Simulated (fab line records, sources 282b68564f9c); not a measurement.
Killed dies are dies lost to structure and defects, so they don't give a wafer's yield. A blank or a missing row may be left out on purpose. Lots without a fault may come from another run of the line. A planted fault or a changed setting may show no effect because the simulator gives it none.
Split-lot experiment | flow rit_cmos | 5 lots, 23 wafers read, on a route of 202 steps

THE SPLIT
At RIT_REOX_OXIDATION_03 (target thk 25.2 nm, ox time 5580 s), the setting ox_time_s was moved away from the recipe's 5580 s on 20 of the 23 wafers read, by -8.8% to +5.8%. The other wafers ran this setting at the recipe's value.

The reading is taken at the split's own step.

THE READING
SiO2_of_REOX_OXIDATION_03.thk_nm (the simulator's own value, which no gauge read), in nm, at RIT_REOX_OXIDATION_03 (target thk 25.2 nm, ox time 5580 s). The file gives no usual value for it. The 3 wafers here that ran the recipe average 25.70 nm, standard deviation 0.11 nm.

wafer  | tool, chamber at the split | ox_time_s as run, s | against the recipe | SiO2_of_REOX_OXIDATION_03.thk_nm, nm | against lot-mates on the recipe
L075.2 | furnace-01, 0              | 5580                | recipe             | 25.83                                | -
L075.3 | furnace-01, 0              | 5580                | recipe             | 25.55                                | -
L075.4 | furnace-01, 0              | 5580                | recipe             | 25.71                                | -
L078.1 | -, -                       | 5131                | -8.0%              | 24.04                                | no lot-mate on the recipe
L078.3 | -, -                       | 5131                | -8.0%              | 23.65                                | no lot-mate on the recipe
L078.4 | -, -                       | 5131                | -8.0%              | 24.05                                | no lot-mate on the recipe
L078.5 | -, -                       | 5131                | -8.0%              | 23.83                                | no lot-mate on the recipe
L078.6 | -, -                       | 5131                | -8.0%              | 23.8                                 | no lot-mate on the recipe
L081.1 | -, -                       | 5089                | -8.8%              | 23                                   | no lot-mate on the recipe
L081.2 | -, -                       | 5089                | -8.8%              | 23.68                                | no lot-mate on the recipe
L081.4 | -, -                       | 5089                | -8.8%              | 22.78                                | no lot-mate on the recipe
L081.5 | -, -                       | 5089                | -8.8%              | 23.09                                | no lot-mate on the recipe
L081.6 | -, -                       | 5089                | -8.8%              | 23.21                                | no lot-mate on the recipe
L082.1 | -, -                       | 5902                | +5.8%              | 25.81                                | no lot-mate on the recipe
L082.2 | -, -                       | 5902                | +5.8%              | 25.67                                | no lot-mate on the recipe
L082.5 | -, -                       | 5902                | +5.8%              | 25.67                                | no lot-mate on the recipe
L082.3 | -, -                       | 5902                | +5.8%              | 25.99                                | no lot-mate on the recipe
L082.4 | -, -                       | 5902                | +5.8%              | 25.86                                | no lot-mate on the recipe
L083.1 | -, -                       | 5335                | -4.4%              | 24.44                                | no lot-mate on the recipe
L083.2 | -, -                       | 5335                | -4.4%              | 24.15                                | no lot-mate on the recipe
L083.4 | -, -                       | 5335                | -4.4%              | 24.81                                | no lot-mate on the recipe
L083.5 | -, -                       | 5335                | -4.4%              | 24.1                                 | no lot-mate on the recipe
L083.6 | -, -                       | 5335                | -4.4%              | 24.48                                | no lot-mate on the recipe

THE FIT
A straight line over all 23 wafers: SiO2_of_REOX_OXIDATION_03.thk_nm changes by +0.173 nm for each +1% of ox_time_s; r = +0.93; the points scatter about the line by 0.41 nm.
Too few moved wafers have a lot-mate on the recipe to fit a line with each lot's own level taken away.

THE FILE'S OWN FIT
SiO2_of_REOX_OXIDATION_03.thk_nm changes by +0.173 nm for each +1% of ox_time_s, r = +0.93.
